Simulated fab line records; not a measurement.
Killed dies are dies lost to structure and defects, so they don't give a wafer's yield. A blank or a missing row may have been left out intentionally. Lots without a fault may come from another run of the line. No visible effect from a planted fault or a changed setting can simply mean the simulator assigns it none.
Shared-tool check | flow rit-cmos | 14 lots and 42 wafers in the sample

REASON IT WAS OPENED
RIT_GATE_THK_MEAS_07, reading GATE_OXIDE_THK: flagged on 2 of 14 lots. Fault-free wafers read 3.02 nm, with a standard deviation of 0.058.
Rule: a lot is flagged when every wafer of it that has a number lies more than 4 standard deviations from that mean, or none has a number. The other lots count as sound.

lot  | measured    | on            | GATE_OXIDE_THK (nm), wafer by wafer | flag
L789 | day 2 09:52 | film-metro-02 | 3.06 2.99 2.97                      |
L790 | day 2 16:04 | film-metro-02 | 3.00 2.93 2.89                      |
L792 | day 3 02:16 | film-metro-02 | 3.01 3.01 3.05                      |
L794 | day 3 10:56 | film-metro-02 | 3.00 3.08 2.99                      |
L795 | day 3 15:23 | film-metro-01 | 3.03 2.90 3.02                      |
L796 | day 3 21:28 | film-metro-03 | 3.05 3.01 2.99                      |
L798 | day 4 10:27 | film-metro-03 | 3.02 2.97 3.01                      |
L800 | day 4 18:56 | film-metro-01 | 2.97 3.00 2.95                      |
L801 | day 5 01:25 | film-metro-03 | 3.05 3.06 3.10                      |
L804 | day 5 13:53 | film-metro-02 | 2.99 3.01 3.02                      |
L805 | day 5 19:02 | film-metro-03 | 3.01 3.01 3.02                      |
L808 | day 6 09:43 | film-metro-02 | 3.04 3.03 3.05                      |
L809 | day 6 13:23 | film-metro-02 | 3.72 3.75 3.68                      | FLAGGED
L810 | day 6 20:51 | film-metro-01 | 3.90 3.92 3.89                      | FLAGGED
On average the flagged lots' numbers are 3.81 nm, which is +0.79 nm against the usual, or +14 standard deviations.

WHICH TOOL EACH LOT WENT THROUGH
The record holds 1 process step before the reading, out of a route of 202 steps. Cell contents, in order: the tool; ch with the chambers the sampled wafers went through; the start.
lot  | flag    | RIT_GATE_OXIDATION_05
L789 |         | furnace-03 ch 0, day 2 08:31
L790 |         | furnace-03 ch 0, day 2 13:03
L792 |         | furnace-03 ch 0, day 3 00:57
L794 |         | furnace-03 ch 0, day 3 09:37
L795 |         | furnace-03 ch 0, day 3 14:03
L796 |         | furnace-04 ch 0, day 3 20:08
L798 |         | furnace-02 ch 0, day 4 07:11
L800 |         | furnace-02 ch 0, day 4 15:03
L801 |         | furnace-02 ch 0, day 5 00:01
L804 |         | furnace-03 ch 0, day 5 12:33
L805 |         | furnace-04 ch 0, day 5 17:43
L808 |         | furnace-03 ch 0, day 6 08:24
L809 | FLAGGED | furnace-03 ch 0, day 6 12:03
L810 | FLAGGED | furnace-03 ch 0, day 6 19:31
What the steps here do:
- RIT_GATE_OXIDATION_05: target thk 3 nm, ox time 270 s.
- RIT_GATE_THK_MEAS_07

FLAGGED AGAINST TOTAL, ONE TOOL AT A TIME (gauges that did the reading follow at the end)
step                  | tool          | lots run | flagged | share of the flagged lots | sound lots run after its first flagged lot
RIT_GATE_OXIDATION_05 | furnace-02    | 3        | 0       | none                      | -
RIT_GATE_OXIDATION_05 | furnace-03    | 9        | 2       | all                       | 0
RIT_GATE_OXIDATION_05 | furnace-04    | 2        | 0       | none                      | -
RIT_GATE_THK_MEAS_07  | film-metro-01 | 3        | 1       | some                      | 0
RIT_GATE_THK_MEAS_07  | film-metro-02 | 7        | 1       | some                      | 0
RIT_GATE_THK_MEAS_07  | film-metro-03 | 4        | 0       | none                      | -

WHAT THE TABLE ALLOWS
In the table, 1 row covers all flagged lots: furnace-03 at RIT_GATE_OXIDATION_05.
- furnace-03 at RIT_GATE_OXIDATION_05: 2 of its 9 lots flagged. A fault beginning between L808 (day 6 08:24), its last sound lot, and L809 (day 6 12:03), its first flagged one, fits the data. Its own readings lie more than 4 standard deviations out on every wafer of the flagged lots: spike-tc-centre-C, spike-tc-load-C, spike-tc-source-C, tube-center-temp-C, tube_center_temp_C_max.
Just one tool remains: furnace-03 at RIT_GATE_OXIDATION_05.

WHAT HAD BEEN PUT IN BY THE SIMULATOR
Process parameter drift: furnace-03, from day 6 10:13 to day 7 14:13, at RIT_GATE_OXIDATION_05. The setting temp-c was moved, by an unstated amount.
Lots struck among those shown: L809, L810. The rule above found the same.
